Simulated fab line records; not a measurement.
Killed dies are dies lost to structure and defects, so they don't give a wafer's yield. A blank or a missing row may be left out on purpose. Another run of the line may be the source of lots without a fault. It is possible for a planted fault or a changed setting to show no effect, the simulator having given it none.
fab line records ; flow ritCmos
record lots=7; wafers=21; lastDay=7
route steps=202 shown NSD@138 PSD@142 SDANNEAL@153 M1@202
lots that met no fault: from a run of the same line without faults
startH: the number of hours between the record's first day and the start of the first shown wafer of the lot ; waitH: hours elapsed since this lot's preceding step ; " repeats the value in the row above ; L1.1+2: several wafers, shown together as one row ; - no value, or no start was given ; * or withheld: withheld ; < > ~ a bound
route shown NAME@n: NAME is a module with steps in the file, n the number in the route of the first one ; usual: mean/standard deviation of fault-free wafers ; same: alike in all rows ; chamber/n: place in a boat ; sites: each site's reading ; _std_site: the standard deviation of these ; _edge_site: mean of outer sites minus mean of inner sites ; radiusMm: how far each site lies from the wafer's centre ; mask NAME#n: copy n ; behind: the last tool/chamber to shape the wafer ; hold: reason for holding the lot/hours on hold/outcome of the hold ; device: transistor that didn't switch, given as n, p or np ; end of line: at the end of the route, the tests of the same wafers ; for a step that has no rows: nothing shown but its recipe ; killed: dies that structure and defects cost at the first sort, which is not the same as the wafer's yield ; map: a wafer's dies, marking killed ones x, the rest . and places with no die _
set.NAME: setting as actually run; set.NAME@STEP: the setting as run at that earlier step ; model.NAME: the simulator's own value behind a step, which no gauge read
lots at selected steps of the route; one table per step, one row per wafer
services: from which hour (startH, from the record's first day; less than 0 if before it) a tool's chamber was out of use, for how many hours, and why
## steps
# step RIT_NSD_HARDBAKE_07
# recipe resist=NOVOLAK; tempC=140; timeS=60
# step RIT_NSD_IMPLANT_08
# recipe species=P; energyKev=25; doseCm2=1e+15; tiltDeg=7
# step RIT_NSD_STRIP_09
# recipe chemistry=O2; timeS=180; resist=NOVOLAK; platenTempC=withheld; powerW=500; pressureMtorr=4000; o2FlowSccm=4000
# usual drypumpMotorCurrentA=5.84/0.17
# same timeS=180
lot.wafer;tool;chamber;startH;waitH;drypumpMotorCurrentA;rfHoursCounterH
L785.2;plasmaAsher-02;0;63.52;0.1;5.72;42
L785.3;plasmaAsher-02;0;63.52;0.1;5.70;-
L785.5;plasmaAsher-02;1;63.52;0.1;5.87;-
L788.1;plasmaAsher-01;1;79.26;0.1;5.64;43
L788.3;plasmaAsher-01;1;79.26;0.1;5.67;-
L788.4;plasmaAsher-01;0;79.26;0.1;6.12;-
L793.1;plasmaAsher-02;1;102.96;0.1;5.85;47
L793.4;plasmaAsher-02;1;102.96;0.1;5.86;-
L793.6;plasmaAsher-02;0;102.96;0.1;5.72;-
L801.2;plasmaAsher-02;0;143.59;0.1;5.72;51
L801.3;plasmaAsher-02;0;143.59;0.1;5.71;-
L801.5;plasmaAsher-02;0;143.59;0.1;5.70;-
L802.1;plasmaAsher-02;0;146.84;0.1;5.74;51
L802.4;plasmaAsher-02;1;146.84;0.1;5.89;-
L802.5;plasmaAsher-02;1;146.84;0.1;5.88;-
L803.4;plasmaAsher-01;0;152.69;0.1;6.11;-
L803.5;plasmaAsher-01;0;152.69;0.1;6.12;-
L803.6;plasmaAsher-01;1;152.69;0.1;5.63;-
L805.2;plasmaAsher-02;1;163.14;0.1;5.90;53
L805.5;plasmaAsher-02;1;163.14;0.1;5.86;-
L805.6;plasmaAsher-02;0;163.14;0.1;5.72;-
# step RIT_NSD_TW_MEAS_10
# usual NSD_TW=3106/27
lot.wafer;tool;chamber;startH;waitH;NSD_TW
L785.2;filmMetro-03;-;63.70;0.1;3082
L785.3;filmMetro-03;-;63.70;0.1;3089
L785.5;filmMetro-03;-;63.70;0.1;3089
L788.1;filmMetro-02;-;79.44;0.1;3112
L788.3;filmMetro-02;-;79.44;0.1;3105
L788.4;filmMetro-02;-;79.44;0.1;3107
L793.1;filmMetro-03;-;103.14;0.1;3084
L793.4;filmMetro-03;-;103.14;0.1;3067
L793.6;filmMetro-03;-;103.14;0.1;3067
L801.2;filmMetro-04;-;143.77;0.1;3140
L801.3;filmMetro-04;-;143.77;0.1;3128
L801.5;filmMetro-04;-;143.77;0.1;3126
L802.1;filmMetro-03;-;147.02;0.1;3045
L802.4;filmMetro-03;-;147.02;0.1;3078
L802.5;filmMetro-03;-;147.02;0.1;3080
L803.4;filmMetro-02;-;152.84;0.1;3141
L803.5;filmMetro-02;-;152.84;0.1;3136
L803.6;filmMetro-02;-;152.84;0.1;3148
L805.2;filmMetro-02;-;163.33;0.1;3105
L805.5;filmMetro-02;-;163.33;0.1;3122
L805.6;filmMetro-02;-;163.33;0.1;3137
# step RIT_PSD_HMDS_00
# recipe primeTimeS=60; primeTempC=141.1
# step RIT_PSD_COAT_01
# recipe resist=NOVOLAK; spinRpm=3250; resistThkNm=1000
# step RIT_PSD_SOFTBAKE_02
# recipe resist=NOVOLAK; tempC=90; timeS=60
# step RIT_PSD_EXPOSE_03
# recipe maskId=M10; na=0.57; targetCdNm=40900; doseMj=250
# step RIT_PSD_PEB_04
# recipe resist=NOVOLAK; tempC=withheld; timeS=withheld
# step RIT_PSD_DEVELOP_05
# recipe resist=NOVOLAK; developTimeS=50; devTempC=23
# step RIT_PSD_OVL_MEAS_06
# usual PSD_OVL=0.7/1.4
lot.wafer;tool;chamber;startH;waitH;PSD_OVL[nm]
L785.2;overlay-02;-;64.73;-;-0.6
L785.3;overlay-02;-;64.73;-;-0.7
L785.5;overlay-02;-;64.73;-;0.1
L788.1;overlay-02;-;80.61;-;1.0
L788.3;overlay-02;-;80.61;-;0.3
L788.4;overlay-02;-;80.61;-;2.5
L793.1;overlay-02;-;104.05;-;1.5
L793.4;overlay-02;-;104.05;-;-0.2
L793.6;overlay-02;-;104.05;-;1.2
L801.2;overlay-02;-;144.68;-;0.6
L801.3;overlay-02;-;144.68;-;0.7
L801.5;overlay-02;-;144.68;-;1.3
L802.1;overlay-01;-;148.05;-;0.8
L802.4;overlay-01;-;148.05;-;0.7
L802.5;overlay-01;-;148.05;-;0.3
L803.4;overlay-02;-;153.86;-;-1.3
L803.5;overlay-02;-;153.86;-;-1.4
L803.6;overlay-02;-;153.86;-;-0.7
L805.2;overlay-01;-;164.23;-;-1.6
L805.5;overlay-01;-;164.23;-;0.3
L805.6;overlay-01;-;164.23;-;-0.9
# step RIT_PSD_HARDBAKE_07
# recipe resist=NOVOLAK; tempC=140; timeS=60
# step RIT_PSD_IMPLANT_08
# recipe species=BF2; energyKev=27; doseCm2=5e+15; tiltDeg=7
# usual beamEnergyKeV=27.000/0.0086
lot.wafer;tool;chamber;startH;waitH;beamEnergyKeV;model.implant.drpNm
L785.2;implanter-03;0;64.94;0.1;27.010;12.05
L785.3;implanter-03;0;64.94;0.1;27.002;12.05
L785.5;implanter-03;0;64.94;0.1;27.004;12.05
L788.1;implanter-01;0;80.80;0.1;26.995;12.05
L788.3;implanter-01;0;80.80;0.1;26.993;12.05
L788.4;implanter-01;0;80.80;0.1;26.998;12.05
L793.1;implanter-01;0;104.23;0.1;26.982;12.05
L793.4;implanter-01;0;104.23;0.1;26.976;12.05
L793.6;implanter-01;0;104.23;0.1;27.006;12.05
L801.2;implanter-03;0;144.89;0.1;27.774;12.29
L801.3;implanter-03;0;144.89;0.1;27.781;12.29
L801.5;implanter-03;0;144.89;0.1;27.776;12.29
L802.1;implanter-04;0;148.32;0.1;27.002;12.05
L802.4;implanter-04;0;148.32;0.1;27.013;12.05
L802.5;implanter-04;0;148.32;0.1;27.002;12.05
L803.4;implanter-03;0;154.10;0.1;27.775;12.29
L803.5;implanter-03;0;154.10;0.1;27.786;12.29
L803.6;implanter-03;0;154.10;0.1;27.770;12.29
L805.2;implanter-03;0;164.44;0.1;27.763;12.29
L805.5;implanter-03;0;164.44;0.1;27.770;12.29
L805.6;implanter-03;0;164.44;0.1;27.759;12.29
# step RIT_PSD_STRIP_09
# recipe chemistry=O2; timeS=180; resist=NOVOLAK; platenTempC=withheld; powerW=500; pressureMtorr=4000; o2FlowSccm=4000
# usual drypumpMotorCurrentA=5.6/0.34
# same timeS=180
lot.wafer;tool;chamber;startH;waitH;drypumpMotorCurrentA;rfHoursCounterH
L785.2;plasmaAsher-01;0;65.06;0.1;6.1;41
L785.3;plasmaAsher-01;1;65.06;0.1;5.6;-
L785.5;plasmaAsher-01;1;65.06;0.1;5.6;-
L788.1;plasmaAsher-04;1;80.95;0.1;5.5;28
L788.3;plasmaAsher-04;0;80.95;0.1;5.0;-
L788.4;plasmaAsher-04;1;80.95;0.1;5.5;-
L793.1;plasmaAsher-01;1;104.38;0.1;5.6;46
L793.4;plasmaAsher-01;1;104.38;0.1;5.6;-
L793.6;plasmaAsher-01;1;104.38;0.1;5.6;-
L801.2;plasmaAsher-04;0;145.01;0.1;5.0;35
L801.3;plasmaAsher-04;1;145.01;0.1;5.6;-
L801.5;plasmaAsher-04;0;145.01;0.1;5.0;-
L802.1;plasmaAsher-02;1;148.47;0.1;5.9;52
L802.4;plasmaAsher-02;0;148.47;0.1;5.8;-
L802.5;plasmaAsher-02;0;148.47;0.1;5.7;-
L803.4;plasmaAsher-02;1;154.24;0.1;5.9;-
L803.5;plasmaAsher-02;1;154.24;0.1;5.9;-
L803.6;plasmaAsher-02;0;154.24;0.1;5.7;-
L805.2;plasmaAsher-02;1;164.56;0.1;5.9;53
L805.5;plasmaAsher-02;0;164.56;0.1;5.7;-
L805.6;plasmaAsher-02;1;164.56;0.1;5.9;-
# step RIT_PSD_TW_MEAS_10
# usual PSD_TW=3406/29
lot.wafer;tool;chamber;startH;waitH;PSD_TW
L785.2;filmMetro-04;-;65.25;0.1;3433
L785.3;filmMetro-04;-;65.25;0.1;3428
L785.5;filmMetro-04;-;65.25;0.1;3430
L788.1;filmMetro-02;-;81.12;0.1;3448
L788.3;filmMetro-02;-;81.12;0.1;3432
L788.4;filmMetro-02;-;81.12;0.1;3416
L793.1;filmMetro-03;-;104.56;0.1;3373
L793.4;filmMetro-03;-;104.56;0.1;3373
L793.6;filmMetro-03;-;104.56;0.1;3355
L801.2;filmMetro-04;-;145.20;0.1;3447
L801.3;filmMetro-04;-;145.20;0.1;3462
L801.5;filmMetro-04;-;145.20;0.1;3447
L802.1;filmMetro-03;-;148.65;0.1;3372
L802.4;filmMetro-03;-;148.65;0.1;3374
L802.5;filmMetro-03;-;148.65;0.1;3382
L803.4;filmMetro-04;-;154.38;0.1;3443
L803.5;filmMetro-04;-;154.38;0.1;3444
L803.6;filmMetro-04;-;154.38;0.1;3427
L805.2;filmMetro-04;-;164.75;0.1;3450
L805.5;filmMetro-04;-;164.75;0.1;3429
L805.6;filmMetro-04;-;164.75;0.1;3432
# step RIT_SDANNEAL_CLEAN_00
# recipe chemistry=SC1; mix=3:3:50; timeS=600; tempC=73.85
# step RIT_SDANNEAL_CLEAN_01
# recipe chemistry=dHF; dilution=50:1; timeS=30
# step RIT_SDANNEAL_CLEAN_02
# recipe chemistry=SC2; mix=3:3:50; timeS=600; tempC=75; dry=n2Spin
# step RIT_SDANNEAL_RTA_03
# recipe tempC=1050; timeS=5; idleTempC=600; rampUpCPerS=342; rampDownCPerS=171; coolToC=600; ambient=N2
# usual rampUpCPerS=341.99/0.068; wafer_temp_C_max=1053.5/1.1
# same timeS=5
lot.wafer;tool;chamber;startH;waitH;rampUpCPerS;wafer_temp_C_max
L785.2;rtpAnneal-01;0;65.71;0.0;342.06;1052.4
L785.3;rtpAnneal-01;0;65.71;0.0;342.04;1054.8
L785.5;rtpAnneal-01;0;65.71;0.0;341.97;1052.0
L788.1;rtpAnneal-01;0;81.59;0.0;341.83;1053.4
L788.3;rtpAnneal-01;0;81.59;0.0;341.90;1051.4
L788.4;rtpAnneal-01;0;81.59;0.0;341.92;1053.0
L793.1;rtpAnneal-01;0;104.98;0.0;342.05;1053.6
L793.4;rtpAnneal-01;0;104.98;0.0;342.02;1051.6
L793.6;rtpAnneal-01;0;104.98;0.0;341.90;1053.1
L801.2;rtpAnneal-02;0;146.04;0.0;342.03;1054.2
L801.3;rtpAnneal-02;0;146.04;0.0;341.99;1054.2
L801.5;rtpAnneal-02;0;146.04;0.0;341.99;1054.2
L802.1;rtpAnneal-02;0;149.28;0.0;341.98;1052.9
L802.4;rtpAnneal-02;0;149.28;0.0;341.94;1052.9
L802.5;rtpAnneal-02;0;149.28;0.0;342.08;1053.2
L803.4;rtpAnneal-02;0;154.84;0.0;341.97;1053.9
L803.5;rtpAnneal-02;0;154.84;0.0;341.92;1052.9
L803.6;rtpAnneal-02;0;154.84;0.0;342.08;1053.2
L805.2;rtpAnneal-02;0;165.28;0.0;342.09;1051.9
L805.5;rtpAnneal-02;0;165.28;0.0;341.88;1052.5
L805.6;rtpAnneal-02;0;165.28;0.0;342.03;1053.0
# step RIT_SDANNEAL_RS_MEAS_04
# recipe thkMeasGauge=four-point-probe
# usual PSD_RS=115.9/0.33
lot.wafer;tool;chamber;startH;waitH;PSD_RS[ohm/sq]
L785.2;filmMetro-03;-;65.78;0.1;115.7
L785.3;filmMetro-03;-;65.78;0.1;115.6
L785.5;filmMetro-03;-;65.78;0.1;115.8
L788.1;filmMetro-04;-;81.64;0.0;116.3
L788.3;filmMetro-04;-;81.64;0.0;116.2
L788.4;filmMetro-04;-;81.64;0.0;116.0
L793.1;filmMetro-03;-;105.04;0.0;116.4
L793.4;filmMetro-03;-;105.04;0.0;116.7
L793.6;filmMetro-03;-;105.04;0.0;116.3
L801.2;filmMetro-04;-;146.10;0.1;113.9
L801.3;filmMetro-04;-;146.10;0.1;114.2
L801.5;filmMetro-04;-;146.10;0.1;114.3
L802.1;filmMetro-03;-;149.34;0.0;116.3
L802.4;filmMetro-03;-;149.34;0.0;116.0
L802.5;filmMetro-03;-;149.34;0.0;116.0
L803.4;filmMetro-03;-;154.93;0.1;114.4
L803.5;filmMetro-03;-;154.93;0.1;114.6
L803.6;filmMetro-03;-;154.93;0.1;114.4
L805.2;filmMetro-04;-;165.35;0.1;114.3
L805.5;filmMetro-04;-;165.35;0.1;114.3
L805.6;filmMetro-04;-;165.35;0.1;114.0
# step RIT_SDANNEAL_RS_MEAS_05
# recipe thkMeasGauge=four-point-probe
# usual NSD_RS=84.7/0.31
lot.wafer;tool;chamber;startH;waitH;NSD_RS[ohm/sq]
L785.2;filmMetro-03;-;65.90;0.1;85.2
L785.3;filmMetro-03;-;65.90;0.1;84.9
L785.5;filmMetro-03;-;65.90;0.1;84.7
L788.1;filmMetro-04;-;81.76;0.1;84.5
L788.3;filmMetro-04;-;81.76;0.1;84.3
L788.4;filmMetro-04;-;81.76;0.1;84.8
L793.1;filmMetro-03;-;105.16;0.1;84.9
L793.4;filmMetro-03;-;105.16;0.1;84.8
L793.6;filmMetro-03;-;105.16;0.1;85.1
L801.2;filmMetro-04;-;146.22;0.1;84.7
L801.3;filmMetro-04;-;146.22;0.1;85.0
L801.5;filmMetro-04;-;146.22;0.1;85.0
L802.1;filmMetro-03;-;149.46;0.1;84.5
L802.4;filmMetro-03;-;149.46;0.1;84.7
L802.5;filmMetro-03;-;149.46;0.1;84.7
L803.4;filmMetro-03;-;155.05;0.1;84.9
L803.5;filmMetro-03;-;155.05;0.1;84.7
L803.6;filmMetro-03;-;155.05;0.1;84.7
L805.2;filmMetro-04;-;165.47;0.1;85.3
L805.5;filmMetro-04;-;165.47;0.1;84.9
L805.6;filmMetro-04;-;165.47;0.1;84.9
# step RIT_M1_PROBE_99
# usual killedAtContacts=0.1/0.31; killedAtFrontEnd=8/3.1; killedDies=8/3.2; killedOpen=3.9/2.2; killedShort=3.8/2.1
# same grossDies=264; killed_at_M0_to_M3=0; killed_at_M4_up=0; killedAtBackSide=0; killedAtOther=0
lot.wafer;tool;chamber;startH;waitH;killedAtContacts;killedAtFrontEnd;killedDies;killedOpen;killedShort
L785.2;prober-02;-;73.47;0.1;0;7;7;4;3
L785.3;prober-02;-;73.52;0.2;1;10;11;7;4
L785.5;prober-02;-;73.62;0.2;0;10;10;5;5
L788.1;prober-02;-;89.03;0.1;1;4;5;1;4
L788.3;prober-02;-;89.13;0.2;0;8;8;4;4
L788.4;prober-02;-;89.18;0.2;0;4;4;3;1
L793.1;prober-02;-;112.75;0.1;0;0;0;0;0
L793.4;prober-02;-;112.90;0.2;0;7;7;4;3
L793.6;prober-02;-;113.00;0.2;0;8;8;4;4
L801.2;prober-02;-;153.99;0.1;1;7;8;6;2
L801.3;prober-02;-;154.04;0.2;0;9;9;3;6
L801.5;prober-02;-;154.14;0.2;0;10;10;5;5
L802.1;prober-01;-;156.98;0.1;0;3;3;1;2
L802.4;prober-01;-;157.13;0.2;0;9;9;5;4
L802.5;prober-01;-;157.18;0.2;0;12;12;2;10
L803.4;prober-02;-;162.47;0.2;0;2;2;1;1
L803.5;prober-02;-;162.52;0.2;0;4;4;0;4
L803.6;prober-02;-;162.57;0.2;0;5;5;3;2
L805.2;prober-02;-;172.85;0.1;0;5;5;4;1
L805.5;prober-02;-;173.00;0.2;0;6;6;2;4
L805.6;prober-02;-;173.05;0.2;0;6;6;3;3
# killed by level:class
L785.2 GATE:geometricParticle:open=2 FOX2:geometricParticle:short=1 REOX:geometricParticle:open=1 REOX:geometricParticle:short=1 SPACER:geometricParticle:open=1 SPACER:geometricParticle:short=1
L785.3 REOX:geometricParticle:open=2 SILICIDE:geometricParticle:open=2 FOX1:geometricParticle:short=1 GATE:geometricParticle:open=1 REOX:geometricParticle:short=1 SPACER:geometricParticle:open=1 SPACER:geometricParticle:short=1 SILICIDE:geometricParticle:short=1
L785.5 SPACER:geometricParticle:open=3 SPACER:geometricParticle:short=2 FOX1:geometricParticle:short=1 GATE:geometricParticle:short=1 GATE:geometricParticle:open=1 REOX:geometricParticle:open=1 REOX:geometricParticle:short=1
L788.1 REOX:geometricParticle:short=2 FOX1:geometricParticle:open=1 GATE:geometricParticle:short=1 CONTACT:geometricParticle:short=1
L788.3 FOX2:geometricParticle:short=2 GATE:geometricParticle:open=2 FOX1:geometricParticle:open=1 GATE:geometricParticle:short=1 SPACER:geometricParticle:short=1 SPACER:geometricParticle:open=1
L788.4 SPACER:geometricParticle:open=2 FOX1:geometricParticle:open=1 SPACER:geometricParticle:short=1
L793.1
L793.4 SPACER:geometricParticle:open=2 FOX1:geometricParticle:short=1 FOX1:geometricParticle:open=1 GATE:geometricParticle:short=1 SPACER:geometricParticle:short=1 SILICIDE:geometricParticle:open=1
L793.6 FOX1:geometricParticle:short=2 SPACER:geometricParticle:open=2 FOX1:geometricParticle:open=1 GATE:geometricParticle:short=1 GATE:geometricParticle:open=1 SPACER:geometricParticle:short=1
L801.2 GATE:geometricParticle:open=2 FOX1:geometricParticle:open=1 CONTACT:geometricParticle:short=1 REOX:geometricParticle:open=1 SPACER:geometricParticle:short=1 SPACER:geometricParticle:open=1 SILICIDE:geometricParticle:open=1
L801.3 REOX:geometricParticle:short=2 SILICIDE:geometricParticle:short=2 FOX1:geometricParticle:short=1 GATE:geometricParticle:short=1 GATE:geometricParticle:open=1 SPACER:geometricParticle:open=1 SILICIDE:geometricParticle:open=1
L801.5 GATE:geometricParticle:short=3 ACTIVE:geometricParticle:open=1 FOX2:geometricParticle:short=1 GATE:geometricParticle:open=1 REOX:geometricParticle:open=1 SPACER:geometricParticle:open=1 SPACER:geometricParticle:short=1 SILICIDE:geometricParticle:open=1
L802.1 FOX1:geometricParticle:open=1 FOX1:geometricParticle:short=1 SPACER:geometricParticle:short=1
L802.4 GATE:geometricParticle:open=3 SPACER:geometricParticle:short=2 FOX1:geometricParticle:open=1 FOX1:geometricParticle:short=1 GATE:geometricParticle:short=1 SPACER:geometricParticle:open=1
L802.5 GATE:geometricParticle:short=6 FOX1:geometricParticle:short=2 FOX2:geometricParticle:short=1 FOX2:geometricParticle:open=1 GATE:geometricParticle:open=1 SPACER:geometricParticle:short=1
L803.4 SPACER:geometricParticle:open=1 SILICIDE:geometricParticle:short=1
L803.5 FOX1:geometricParticle:short=2 GATE:geometricParticle:short=1 REOX:geometricParticle:short=1
L803.6 GATE:geometricParticle:open=2 FOX1:geometricParticle:open=1 GATE:geometricParticle:short=1 REOX:geometricParticle:short=1
L805.2 FOX1:geometricParticle:open=2 ACTIVE:geometricParticle:short=1 FOX2:geometricParticle:open=1 REOX:geometricParticle:open=1
L805.5 SPACER:geometricParticle:short=3 FOX1:geometricParticle:short=1 FOX2:geometricParticle:open=1 SPACER:geometricParticle:open=1
L805.6 FOX1:geometricParticle:short=2 SPACER:geometricParticle:open=2 REOX:geometricParticle:open=1 REOX:geometricParticle:short=1
## services
tool;chamber;startH;hours;kind
rtpAnneal-01;-;42.32;9.4;pm
plasmaAsher-01;-;55.06;1.2;repair
implanter-03;-;57.50;1.7;repair
implanter-04;-;64.76;1.3;repair
implanter-03;-;65.47;4.7;pm
implanter-04;-;69.34;5.4;repair
implanter-03;-;70.16;3.2;pm
plasmaAsher-02;-;72.75;2.8;pm
implanter-01;-;82.18;4.4;pm
implanter-03;-;84.58;10.2;repair
implanter-04;-;94.46;5.6;pm
plasmaAsher-01;-;108.90;9.0;pm
plasmaAsher-01;0;108.90;9.0;ventCycle
plasmaAsher-01;1;108.90;9.0;ventCycle
plasmaAsher-01;0;117.90;-;clean
plasmaAsher-01;1;117.90;-;clean
implanter-04;-;123.43;2.4;repair
plasmaAsher-04;-;132.08;5.2;repair
## key
firstSign step=RIT_PSD_IMPLANT_08; reading=beamEnergyKeV; direction=up; sigmas=90; usual=27.000; struck=27.773
effect step=RIT_PSD_TW_MEAS_10; reading=PSD_TW; direction=up; sigmas=1.2; usual=3406; struck=3442
effect step=RIT_SDANNEAL_RS_MEAS_04; reading=PSD_RS; direction=down; sigmas=5; usual=115.9; struck=114.3
modelEffect step=RIT_PSD_IMPLANT_08; value=implant.drpNm; without=12.05; struck=12.29
metAt RIT_PSD_IMPLANT_08
struckWafers L801.2,L801.3,L801.5,L803.4,L803.5,L803.6,L805.2,L805.5,L805.6
testerLeftOut L801,L803,L805
onsetBetween 64.94 144.89
fault kind=processParameterDrift; tool=implanter-03; chamber=-; onsetH=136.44; steps=RIT_PSD_IMPLANT_08; channel=energyKev; offset=0.76929; shape=step; endH=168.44; actsIn=theseRecipesOnly; stated=27
# testerLeftOut: of these lots the tester's yield and bins aren't shown, on N5 and GAA mostly nor the transistor test; their killed dies are dies lost to structure and defects alone, not to doping, threshold or leakage, so they don't give the yield
